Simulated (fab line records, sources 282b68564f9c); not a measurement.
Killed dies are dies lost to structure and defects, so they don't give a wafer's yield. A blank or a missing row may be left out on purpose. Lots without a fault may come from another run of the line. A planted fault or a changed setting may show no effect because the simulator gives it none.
One fault seen from 2 desks | flow rit_cmos | each desk has only its own numbers; what lay behind them comes last

THE METROLOGY DESK
What the gauges read, lot by lot, whatever tool the lot ran on: means of the sampled wafers that have a number. A lot is out of limits, marked OUT, if its mean lies more than 4 standard deviations from the usual mean; the brackets give that distance.
Columns: A = FIELD_OXIDE_LEFT_1_THK at RIT_FOX2_THK_MEAS_90, usual 322 nm; B = PSD_OVL at RIT_PSD_OVL_MEAS_06, usual -0.6 nm
lot  | first seen here | A   | B
L899 | day 1 20:42     | 303 | 0.1
L900 | day 2 00:26     | 319 | 0.1
L901 | day 2 07:01     | 328 | -1.0
L905 | day 3 01:14     | 334 | -151.4 (-99 or more) OUT
L906 | day 3 07:28     | 329 | 0.2
L908 | day 3 16:57     | 321 | -149.8 (-99 or more) OUT
L909 | day 3 21:19     | 315 | -152.0 (-99 or more) OUT
L910 | day 4 02:19     | 319 | -149.5 (-99 or more) OUT
L911 | day 4 07:40     | 329 | -0.5
L914 | day 4 23:04     | 322 | 0.1
L915 | day 5 03:19     | 318 | -1.1
L916 | day 5 08:30     | 326 | -0.1
L917 | day 5 13:21     | 327 | 0.6
L918 | day 5 18:38     | 318 | 0.7
L920 | day 6 04:13     | 322 | -1.5
L921 | day 6 09:19     | 319 | 1.1
This desk's finding: out of limits on L905, L908, L909, L910; first on L905, day 4 05:38 (PSD_OVL at RIT_PSD_OVL_MEAS_06). In limits: L899, L900, L901, L906, L911, L914, L915, L916, L917, L918, L920, L921.

THE TOOL OWNER'S DESK: iline_stepper-01
The tool's own readings at RIT_PSD_EXPOSE_03 (exposes mask M10, target cd 40900 nm): means of the sampled wafers that have a number, for each lot that ran on this tool. A lot is out of limits, marked OUT, if its mean lies more than 4 standard deviations from the usual mean; the brackets give that distance.
Columns: A = exposure_dose_mJ_cm2 at RIT_PSD_EXPOSE_03, usual 250.01
lot  | first seen here | A
L901 | day 3 11:34     | 250.06
L905 | day 4 05:14     | 250.11
L908 | day 4 21:50     | 249.83
L909 | day 5 01:49     | 249.98
L910 | day 5 06:36     | 249.89
This desk's finding: nothing out of limits on any of the 5 lots.

PUT TOGETHER
The metrology desk could have raised an alarm at day 4 05:38, on L905, L908, L909, L910.
The tool owner's desk saw nothing out of limits.
The tool owner's desk has L905, L908, L909, L910 on record, within its limits.
Of the lots named, all ran RIT_PSD_EXPOSE_03 on iline_stepper-01.

WHAT THE SIMULATOR HAD PUT IN
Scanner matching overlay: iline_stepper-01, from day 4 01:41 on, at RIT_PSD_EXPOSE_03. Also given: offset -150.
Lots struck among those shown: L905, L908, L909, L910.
Hours from the fault's start to each desk's first reading out of limits: the metrology desk, 4.
